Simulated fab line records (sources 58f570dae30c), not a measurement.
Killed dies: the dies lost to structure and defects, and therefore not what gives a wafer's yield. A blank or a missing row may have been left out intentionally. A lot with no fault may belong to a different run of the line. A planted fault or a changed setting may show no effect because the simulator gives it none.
A lot that was struck, set against a sound lot | flow berkeley_cmos170 | 24 out of 331 route steps
Sound: wafers L155.2, L155.3, L155.5. The struck wafers were L165.2, L165.4, L165.5. The cause comes at the end.
Per side, at each step with rows, come the tool, then ch with its chambers, and then its first start. Under that, the readings that differ: sound wafers | struck wafers | difference of the means | sigmas: that difference in standard deviations of wafers without a fault.
alike: a reading whose means differ by less than 2 such deviations, as well as words and numbers matching on both sides. not compared: withheld readings; readings where some wafer has no value; bounds like >300 that might hide an equal value; numbers whose values overlap and for which the record gives no deviation.
The two part at a step that has a row with sigmas, a row that says differs or no value, or rows on one side only. When numbers do not overlap yet have no deviation, they are printed without sigmas and do not part them. Lack of a reading on every wafer of one side parts them only where that side has two or more wafers.

UCB170_V1_STRIP_15: strips in O2.
  sound on plasma_asher-02 ch 0,1, day 8 17:02; struck on plasma_asher-03 ch 0,1, day 11 05:31
  alike: drypump_motor_current_A, oes_product_au, strip_time_to_endpoint_s
  not compared: rf_hours_counter_h
UCB170_V1_CD_MEAS_90: the cd target is 700 nm.
  sound on cd_sem-02, day 8 17:10; struck on cd_sem-02, day 11 05:38
  alike: cd_nm
then, 1 step without rows for these wafers: UCB170_M2_PRE_CLEAN_00 (preclean etch time 60 s).
UCB170_M2_SPUTTER_01: material Al, target thk 900 nm, time 120 s.
  sound on pvd_sputter-03, day 8 17:20; struck on pvd_sputter-01, day 11 05:49
  alike: throttle_valve_pct
UCB170_M2_RS_MEAS_02: the measuring method here is four-point-probe.
  sound on film_metro-01, day 8 17:26; struck on film_metro-01, day 11 05:55
  alike: M2_AL_RS
UCB170_M2_THK_MEAS_03: measures by xrf.
  sound on film_metro-01, day 8 17:32; struck on film_metro-01, day 11 06:01
  alike: M2_AL_THK
then, 3 steps without rows for these wafers: UCB170_M2_HMDS_04 (prime time 60 s); UCB170_M2_COAT_05 (resist thk 900 nm); UCB170_M2_SOFTBAKE_06 (time 60 s).
UCB170_M2_STRIP_07: strips in O2.
  sound on plasma_asher-03 ch 0, day 8 18:16; struck on plasma_asher-01 ch 0,1, day 11 06:31
  alike: drypump_motor_current_A, oes_product_au, strip_time_to_endpoint_s
  not compared: rf_hours_counter_h
then, 2 steps without rows for these wafers: UCB170_M2_STRIP_08 (strips KrF in DMSO, time 600 s); UCB170_M2_COAT_09.
UCB170_M2_COAT_10: resist thk 900 nm.
  sound on litho_track-03 ch 0, day 8 19:00; struck on litho_track-04 ch 0, day 11 06:00
  reading                             | sound             | struck            | difference | sigmas
  dispense_pressure_kPa (kPa)         | 46 46 46          | 53 53 53          | +7         | +2
  model.KrF_of_M2_COAT_10.thk_nm (nm) | 899.3 897.5 899.7 | 793.8 793.5 792.3 | -105.6     |
then, 4 steps without rows for these wafers: UCB170_M2_SOFTBAKE_11 (time 60 s); UCB170_M2_EXPOSE_12 (exposes mask METAL2, target cd 700 nm); UCB170_M2_PEB_13; UCB170_M2_DEVELOP_14 (develop time 45 s).
UCB170_M2_CD_MEAS_15: the cd target is 700 nm.
  sound on cd_sem-02, day 8 20:11; struck on cd_sem-01, day 11 07:47
  reading    | sound             | struck            | difference | sigmas
  cd_nm (nm) | 701.4 700.2 701.5 | 697.3 695.6 696.6 | -4.5       | -3
UCB170_M2_OVL_MEAS_16:
  sound on overlay-01, day 8 20:17; struck on overlay-01, day 11 07:54
  alike: M2_OVL
UCB170_M2_ETCH_17: etches BARC in N2/H2.
  sound on rie_diel-03 ch 1,2, day 8 20:19; struck on rie_diel-04 ch 0,3, day 11 07:56
  reading               | sound             | struck            | difference | sigmas
  oes_product_au (a.u.) | 1.042 1.011 1.051 | 0.985 0.988 0.987 | -0.048     | -2
  model.M2.cd_nm (nm)   | 700.4 700.1 700.5 | 697.6 696.1 697   | -3.4       |
  alike: drypump_motor_current_A, throttle_valve_pct
UCB170_M2_METAL_ETCH_18: etches Al in Cl2/BCl3, stops on SiO2, target depth 1170 nm, time 195 s.
  sound on rie_metal-02 ch 0,1, day 8 20:22; struck on rie_metal-02 ch 0,1, day 11 07:58
  reading                             | sound           | struck            | difference | sigmas
  model.KrF_of_M2_COAT_10.thk_nm (nm) | 196.8 218 203.4 | 79.59 77.49 102.9 | -119.41    |
  model.M2.cd_nm (nm)                 | 699.2 697 699.4 | 696.5 696.3 696.5 | -2.1       |
  alike: drypump_motor_current_A, he_backside_leak_sccm, oes_product_au, throttle_valve_pct
  not compared: rf_hours_counter_h
UCB170_M2_STRIP_19: strips in O2.
  sound on plasma_asher-02 ch 1, day 8 20:33; struck on plasma_asher-03 ch 0,1, day 11 08:10
  reading               | sound             | struck            | difference | sigmas
  oes_product_au (a.u.) | 0.533 0.547 0.525 | 0.398 0.408 0.427 | -0.124     | -6
  alike: drypump_motor_current_A
  not compared: rf_hours_counter_h
UCB170_M2_CD_MEAS_90: the cd target is 700 nm.
  sound on cd_sem-01, day 8 20:40; struck on cd_sem-02, day 11 08:17
  alike: cd_nm
UCB170_M3_PROBE_99:
  the record holds rows for the sound wafers here (prober-02, day 9 02:08) but none for the struck ones

## WHERE THEY PART
Earliest at UCB170_M2_COAT_10; latest, in this record, at UCB170_M3_PROBE_99.

WHY: whatever the simulator had introduced
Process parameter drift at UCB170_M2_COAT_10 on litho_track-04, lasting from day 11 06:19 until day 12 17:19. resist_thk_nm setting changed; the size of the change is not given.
